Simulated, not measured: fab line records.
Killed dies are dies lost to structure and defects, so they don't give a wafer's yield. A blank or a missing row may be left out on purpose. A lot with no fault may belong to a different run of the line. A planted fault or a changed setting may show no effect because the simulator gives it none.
Which of the tools did it? ; flow rit-cmos ; 7 lots, 21 wafers sampled, at 2 steps of a route of 202

## WHAT THE GAUGES SHOWED, per wafer
RIT_WELLDRIVE_RS_MEAS_02: a four-point-probe measurement.
lot;measured;on;PWELL_RS (ohm/sq)
L259;day 2 12:59;film-metro-01;430.2 433.6 430.8
L261;day 2 22:02;film-metro-02;432.4 432.4 431.6
L263;day 3 06:37;film-metro-04;430.2 430.7 431.0
L269;day 4 13:10;film-metro-04;427.1 426.7 426.8
L275;day 5 17:49;film-metro-01;432.8 432.0 431.7
L277;day 6 04:44;film-metro-04;432.3 432.6 431.9
L281;day 7 01:05;film-metro-04;430.2 431.9 430.1

## EACH LOT AND THE TOOL THAT RAN IT (in order: tool; ch and the chambers of the sampled wafers; start)
lot;RIT_PWELL_IMPLANT_08
L259;implanter-04 ch 0, day 2 06:10
L261;implanter-04 ch 0, day 2 16:27
L263;implanter-02 ch 0, day 3 00:44
L269;implanter-02 ch 0, day 4 07:28
L275;implanter-04 ch 0, day 5 12:13
L277;implanter-03 ch 0, day 5 21:48
L281;implanter-04 ch 0, day 6 19:01
- RIT_PWELL_IMPLANT_08

## THE ANSWER, worked out from the rows above alone
Rule: the usual values come from the lots themselves. The widest of any qualifying gaps counts: lots, ordered by their means at a reading, are off when they make up no more than a third of the lots, leave a main group of 4 or more, and stand apart from it by 3 or more times the standard deviation of that group's means. The tables above print the reading to a certain number of digits; a main group whose means all agree to those digits is not used. A lot without any number at a reading at which 4 lots or more have one is off too. All remaining lots with rows at the step are treated as sound.
Off: L269, at RIT_WELLDRIVE_RS_MEAS_02 (PWELL_RS). The main group: mean 431.6 ohm/sq, standard deviation 0.68.
If a tool, at a process step before that reading, ran all the lots that are off and no sound lot after the first of them, it fits. Those tools and the gauges at RIT_WELLDRIVE_RS_MEAS_02 are tried in the same way. One fits: implanter-02 at RIT_PWELL_IMPLANT_08. Its last sound lot is L263 (day 3 00:44), its first lot that is off L269 (day 4 07:28): a fault that began between those two fits.

## WHAT HAD BEEN PUT IN BY THE SIMULATOR
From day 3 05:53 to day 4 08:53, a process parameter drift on implanter-02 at RIT_PWELL_IMPLANT_08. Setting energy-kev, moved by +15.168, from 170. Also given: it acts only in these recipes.
Lots struck among those shown: L269. The same result came from the rule above.
